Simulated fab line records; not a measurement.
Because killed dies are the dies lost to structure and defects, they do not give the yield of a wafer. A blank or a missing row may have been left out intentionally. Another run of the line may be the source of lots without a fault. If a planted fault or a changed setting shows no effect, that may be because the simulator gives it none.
Split-lot trial | flow rit-cmos | 23 wafers read from 5 lots, route of 202 steps

## THE SPLIT ITSELF
At RIT_NRETRO_IMPLANT_08, the setting energy-kev was moved away from the recipe's 70 on 8 of the 23 wafers read, by -1.9% to +5.9%. For the rest of the wafers, this setting stayed at what the recipe calls for.

The reading comes from the split's own step.

## THE READING
The simulator's own value implant.drp-nm, read by no gauge, in nm at RIT_NRETRO_IMPLANT_08. There is no usual value for it anywhere in the file.

wafer  | tool, chamber at the split | energy-kev as run | against the recipe | implant.drp-nm, nm | against lot-mates on the recipe
L074.1 | implanter-02, 0            | 74.11             | +5.9%              | 35.6               | +1.66
L074.3 | implanter-02, 0            | 74.11             | +5.9%              | 35.6               | +1.66
L074.4 | implanter-02, 0            | 74.11             | +5.9%              | 35.6               | +1.66
L074.2 | implanter-02, 0            | 70                | recipe             | 33.94              | -
L074.5 | implanter-02, 0            | 70                | recipe             | 33.94              | -
L075.1 | implanter-02, 0            | 68.65             | -1.9%              | 33.38              | -0.56
L075.3 | implanter-02, 0            | 68.65             | -1.9%              | 33.38              | -0.56
L075.6 | implanter-02, 0            | 68.65             | -1.9%              | 33.38              | -0.56
L075.4 | implanter-02, 0            | 70                | recipe             | 33.94              | -
L075.5 | implanter-02, 0            | 70                | recipe             | 33.94              | -
L076.1 | implanter-01, 0            | 70                | recipe             | 33.94              | -
L076.3 | implanter-01, 0            | 70                | recipe             | 33.94              | -
L076.5 | implanter-01, 0            | 70                | recipe             | 33.94              | -
L082.1 | implanter-02, 0            | 70                | recipe             | 33.94              | -
L082.3 | implanter-02, 0            | 70                | recipe             | 33.94              | -
L082.4 | implanter-02, 0            | 70                | recipe             | 33.94              | -
L082.5 | implanter-02, 0            | 70                | recipe             | 33.94              | -
L082.6 | implanter-02, 0            | 70                | recipe             | 33.94              | -
L084.2 | implanter-02, 0            | 70                | recipe             | 33.94              | -
L084.5 | implanter-02, 0            | 70                | recipe             | 33.94              | -
L084.6 | implanter-02, 0            | 70                | recipe             | 33.94              | -
L084.3 | implanter-02, 0            | 73.21             | +4.6%              | 35.24              | +1.30
L084.4 | implanter-02, 0            | 73.21             | +4.6%              | 35.24              | +1.30

THE FIT
A straight line over all 23 wafers: implant.drp-nm changes by +0.284 nm for each +1% of energy-kev; r = +1.00; the points scatter about the line by 0.0046 nm.
The same after taking each lot's own level away (the mean of its wafers on the recipe; 23 wafers): +0.284 nm for each +1%; r = +1.00; scatter 0.0046 nm.
That fit puts the effect of the largest move of energy-kev on the reading at 1.7 nm.
The lots' own levels span 33.940 to 33.940 nm.
The two slopes are in agreement: the lot-to-lot level therefore moves the slope only a little.
Check: for one of the wafers moved furthest among these (+5.9%), held out of the fit, the line's prediction against its lot-mates is +1.66 nm. It came out at +1.66 nm against them.

## OTHER SPLITS ON THESE WAFERS
These wafers also went through other splits before the reading. Each is held against what the fit with the lots' levels taken away leaves over:
other split on the same wafers   | wafers away from the commonest value | r with implant.drp-nm (lot level and that fit taken away)
RIT_ACTIVE_CVD_03 pressure-mtorr | 18                                   | -0.06
RIT_ACTIVE_COAT_06 spin-rpm      | 7                                    | +0.03

## THE WHOLE CHAIN: every reading that the file lists as answering this split, in the file's order
step                  | what it does | reading                                                         | change (the file's fit)               | r (the file's)
RIT_NRETRO_IMPLANT_08 |              | implant.rp-nm (the simulator's own value, which no gauge read)  | +0.877 nm for each +1% of the setting | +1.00
RIT_NRETRO_IMPLANT_08 |              | implant.drp-nm (the simulator's own value, which no gauge read) | +0.284 nm for each +1% of the setting | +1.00

## FILE'S OWN FIT
implant.drp-nm changes by +0.284 nm for each +1% of energy-kev, r = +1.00.
